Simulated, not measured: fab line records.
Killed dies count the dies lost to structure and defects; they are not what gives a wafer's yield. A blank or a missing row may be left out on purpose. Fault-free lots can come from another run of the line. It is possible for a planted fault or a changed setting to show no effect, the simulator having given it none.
Matching of chambers | flow berkeley-cmos170 | UCB170_V1_CMP_02 on cmp-02 has 4 sister chambers
The step polishes SiO2. 8 wafers are shown with their chamber, then 8 later ones without.

## WAFERS PAIRED WITH THEIR CHAMBERS
wafer  | chamber | motor-current-A (A) | slurry-flow-ml-min
L251.5 | 1       | 17.4                | 149.8
L253.4 | 1       | 17.8                | 150.5
L253.5 | 2       | 15.9                | 150.1
L257.3 | 0       | 16.9                | 149.7
L259.1 | 0       | 18.0                | 150.1
L259.3 | 3       | 14.1                | 150.2
L259.4 | 2       | 15.1                | 150.1
L260.2 | 3       | 15.2                | 149.8

## WAFERS WITH NO CHAMBER GIVEN
wafer  | motor-current-A (A) | slurry-flow-ml-min
L260.3 | 18.6                | 149.6
L260.4 | 14.8                | 150.6
L268.3 | 14.7                | 150.2
L268.4 | 14.4                | 149.6
L268.5 | 14.6                | 149.8
L272.1 | 17.3                | 149.5
L272.3 | 14.6                | 149.4
L272.5 | 16.9                | 149.6

## WHICH CHAMBER EACH ONE RAN IN
wafer  | from the rows above          | in truth
L260.3 | can't be placed: 0 or 1      | 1
L260.4 | can't be placed: 3 or 2      | 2
L268.3 | can't be placed: 3 or 2      | 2
L268.4 | can't be placed: 3 or 2      | 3
L268.5 | can't be placed: 3 or 2      | 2
L272.1 | can't be placed: 0 or 1      | 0
L272.3 | can't be placed: 3 or 2      | 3
L272.5 | can't be placed: 0 or 1 or 2 | 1
Correctly placed: 0 of 8. These rows do not allow placing 8 (true chamber among the candidates in 8). Wrongly placed: 0.
How it was worked out, from the rows above alone: a wafer's distance from a chamber is the root of the sum, over the readings, of the square of ((its reading less the chamber's mean) divided by the reading's scatter). The wafer belongs to the nearest chamber; if the next one is less than 2 further off, it can't be placed. Each chamber's mean is taken over the wafers shown for it. The scatter: the root of (the sum of the squares of (reading less its chamber's mean) over the shown wafers, divided by (wafers less chambers)).
